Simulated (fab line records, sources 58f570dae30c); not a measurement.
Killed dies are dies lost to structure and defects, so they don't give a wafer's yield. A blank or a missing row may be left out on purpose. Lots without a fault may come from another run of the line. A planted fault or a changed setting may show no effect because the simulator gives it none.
Split-lot experiment | flow berkeley_cmos170 | 5 lots, 23 wafers read, on a route of 331 steps

THE SPLIT
At UCB170_PSD_COAT_01 (resist thk 900 nm), the setting spin_rpm was moved away from the recipe's 1500 rpm on 8 of the 23 wafers read, by -5.7% to +5.4%. The other wafers ran this setting at the recipe's value.

The reading is taken at the split's own step.

THE READING
KrF_of_PSD_COAT_01.thk_nm (the simulator's own value, which no gauge read), in nm, at UCB170_PSD_COAT_01 (resist thk 900 nm). The file gives no usual value for it. The 15 wafers here that ran the recipe average 901.4 nm, standard deviation 2.3 nm.

wafer  | tool, chamber at the split | spin_rpm as run, rpm | against the recipe | KrF_of_PSD_COAT_01.thk_nm, nm | against lot-mates on the recipe
L077.1 | litho_track-04, 0          | 1500                 | recipe             | 901.6                         | -
L077.2 | litho_track-04, 0          | 1500                 | recipe             | 900.6                         | -
L077.3 | litho_track-04, 0          | 1500                 | recipe             | 901.8                         | -
L077.4 | litho_track-04, 0          | 1500                 | recipe             | 903.1                         | -
L077.6 | litho_track-04, 0          | 1500                 | recipe             | 899.3                         | -
L076.2 | litho_track-04, 0          | 1441                 | -3.9%              | 915.9                         | +16.1
L076.3 | litho_track-04, 0          | 1500                 | recipe             | 897.4                         | -
L076.4 | litho_track-04, 0          | 1500                 | recipe             | 900.6                         | -
L076.5 | litho_track-04, 0          | 1500                 | recipe             | 901.4                         | -
L076.6 | litho_track-04, 0          | 1441                 | -3.9%              | 917.5                         | +17.7
L080.3 | litho_track-02, 0          | 1500                 | recipe             | 901.7                         | -
L080.4 | litho_track-02, 0          | 1500                 | recipe             | 901.6                         | -
L080.5 | litho_track-02, 0          | 1500                 | recipe             | 905.7                         | -
L079.1 | litho_track-04, 0          | 1414                 | -5.7%              | 933.4                         | +28.9
L079.3 | litho_track-04, 0          | 1500                 | recipe             | 903.9                         | -
L079.4 | litho_track-04, 0          | 1414                 | -5.7%              | 930.9                         | +26.4
L079.5 | litho_track-04, 0          | 1414                 | -5.7%              | 931.9                         | +27.4
L079.6 | litho_track-04, 0          | 1500                 | recipe             | 905.1                         | -
L085.1 | litho_track-02, 0          | 1500                 | recipe             | 899.9                         | -
L085.2 | litho_track-02, 0          | 1581                 | +5.4%              | 875.2                         | -23.8
L085.4 | litho_track-02, 0          | 1581                 | +5.4%              | 873.4                         | -25.6
L085.5 | litho_track-02, 0          | 1500                 | recipe             | 898                           | -
L085.6 | litho_track-02, 0          | 1581                 | +5.4%              | 876                           | -23.0

THE FIT
A straight line over all 23 wafers: KrF_of_PSD_COAT_01.thk_nm changes by -4.97 nm for each +1% of spin_rpm; r = -0.99; the points scatter about the line by 2.5 nm.
The same after taking each lot's own level away (the mean of its wafers on the recipe; 23 wafers): -4.59 nm for each +1%; r = -0.99; scatter 1.5 nm.
On that fit, the largest move of spin_rpm shifts the reading by 26 nm.
The lots' own levels span 898.95 to 904.50 nm, that is 2.4 times the standard deviation above.
So the lot-to-lot level changes the slope little: the two slopes agree.
Check: with one of the wafers moved furthest among these (-5.7%) left out of the fit, the line predicts +25.9 nm for it against its lot-mates. It came out at +28.9 nm against them.

OTHER SPLITS ON THESE WAFERS
These wafers also went through other splits before the reading. Each is held against what the fit with the lots' levels taken away leaves over:
other split on the same wafers     | wafers away from the commonest value | r with KrF_of_PSD_COAT_01.thk_nm (lot level and that fit taken away)
UCB170_NWELL_COAT_07 resist_thk_nm | 11                                   | +0.18
UCB170_NWELL_IMPLANT_14 energy_kev | 11                                   | -0.08
UCB170_PWELL_CVD_05 pressure_mtorr | 18                                   | -0.19
UCB170_PFIELD_IMPLANT_07 dose_cm2  | 9                                    | -0.04
UCB170_NVT_IMPLANT_07 dose_cm2     | 6                                    | +0.08
UCB170_PVT_IMPLANT_07 dose_cm2     | 8                                    | -0.15
UCB170_GATE_COAT_07 spin_rpm       | 6                                    | +0.06
UCB170_GATE_ETCH_15 icp_w          | 9                                    | +0.11
UCB170_PLDD_EXPOSE_03 dose_mj      | 10                                   | +0.14

THE FILE'S OWN FIT
KrF_of_PSD_COAT_01.thk_nm changes by -4.58 nm for each +1% of spin_rpm, r = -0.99.
